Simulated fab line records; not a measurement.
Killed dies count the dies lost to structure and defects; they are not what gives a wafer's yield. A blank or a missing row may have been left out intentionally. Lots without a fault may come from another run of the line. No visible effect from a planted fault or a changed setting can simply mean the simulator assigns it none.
Struck lot and sound lot, side by side :: flow berkeley_cmos170 :: 16 steps out of a route of 331
Sound: wafers L853.4, L853.5, L853.6. Wafers L857.1, L857.2, L857.3 were the ones struck. The cause is given at the end.
At each step with rows: each side's tool, then ch and its chambers, then its first start. Under that, the readings that differ: sound wafers :: struck wafers :: difference of the means :: sigmas: that difference in standard deviations of wafers without a fault.
alike: a reading whose means differ by less than 2 such deviations, as well as words and numbers matching on both sides. not compared: withheld readings; readings where some wafer has no value; bounds like >300 that might hide an equal value; numbers whose values overlap and for which the record gives no deviation.
A row with sigmas, a row that says differs or no value, or rows on one side alone: a step with any of these is where the two part. When numbers do not overlap yet have no deviation, they are printed without sigmas and do not part them. A reading that every wafer of one side lacks parts them only if that side has two wafers or more.

first, 6 steps without rows for these wafers: UCB170_M2_COAT_09; UCB170_M2_COAT_10 (resist thk 900 nm); UCB170_M2_SOFTBAKE_11 (time 60 s); UCB170_M2_EXPOSE_12 (exposes mask METAL2, target cd 700 nm); UCB170_M2_PEB_13; UCB170_M2_DEVELOP_14 (develop time 45 s).
UCB170_M2_CD_MEAS_15: the cd target is 700 nm.
  struck on cd_sem-01, day 11 06:47; sound on cd_sem-02, day 9 21:53
  alike: cd_nm
UCB170_M2_OVL_MEAS_16:
  struck on overlay-01, day 11 06:54; sound on overlay-02, day 9 21:58
  alike: M2_OVL
UCB170_M2_ETCH_17: etches BARC in N2/H2.
  sound on rie_diel-02 ch 1,2, day 9 21:59; struck on rie_diel-02 ch 0,2,3, day 11 06:56
  alike: drypump_motor_current_A, oes_product_au, throttle_valve_pct
UCB170_M2_METAL_ETCH_18: etches Al in Cl2/BCl3, stops on SiO2, target depth 1170 nm, time 195 s.
  sound on rie_metal-04 ch 0,1, day 9 22:05; struck on rie_metal-03 ch 0,1, day 11 06:59
  alike: drypump_motor_current_A, oes_product_au, throttle_valve_pct
  not compared: rf_hours_counter_h
UCB170_M2_STRIP_19: strips in O2.
  sound on plasma_asher-04 ch 0,1, day 9 22:14; struck on plasma_asher-04 ch 0,1, day 11 07:10
  alike: drypump_motor_current_A, oes_product_au
  not compared: rf_hours_counter_h
UCB170_M2_CD_MEAS_90: the cd target is 700 nm.
  struck on cd_sem-01, day 11 07:16; sound on cd_sem-02, day 9 22:22
  alike: cd_nm
UCB170_V2_CVD_00: deposits SiO2 from TEOS/O2, target thk 2000 nm, time 250 s.
  sound on pecvd-01 ch 0,1,2, day 9 22:31; struck on pecvd-01 ch 0,1,2, day 11 07:23
reading: since_wet_clean_h (h)
sound: - - -
struck: 326 326 326
difference: no value on the sound wafers
sigmas: 

reading: model.SiO2_of_V2_CVD_00.thk_nm (nm)
sound: 1978 2018 2002
struck: 3307 3332 3344
difference: +1328
sigmas: 
  alike: heater_power_w
UCB170_V2_THK_MEAS_01:
  struck on film_metro-03, day 11 07:46; sound on film_metro-01, day 9 22:37
reading: V2_TEOS_THK (nm)
sound: 1979 2019 2003
struck: 3308 3333 3342
difference: +1327
sigmas: +40
  not compared: hold
UCB170_V2_CMP_02: polishes SiO2.
  sound on cmp-01 ch 0,3, day 9 22:41; struck on cmp-01 ch 0,1,3, day 11 10:11
reading: hold
sound: - - -
struck: await_dispo/2.4h/release await_dispo/2.4h/release await_dispo/2.4h/release
difference: no value on the sound wafers
sigmas: 
  alike: motor_current_A, slurry_filter_dp_kPa
UCB170_M3_PROBE_99:
  only the struck wafers here have rows in the record (prober-01, day 11 16:11); the sound ones have none

== WHERE THEY PART ==
At UCB170_V2_CVD_00 first; at UCB170_M3_PROBE_99 last (within this record only).

WHY: what the simulator had put in
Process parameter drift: pecvd-01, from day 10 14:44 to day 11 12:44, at UCB170_V2_CVD_00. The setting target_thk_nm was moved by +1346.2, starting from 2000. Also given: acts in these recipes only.
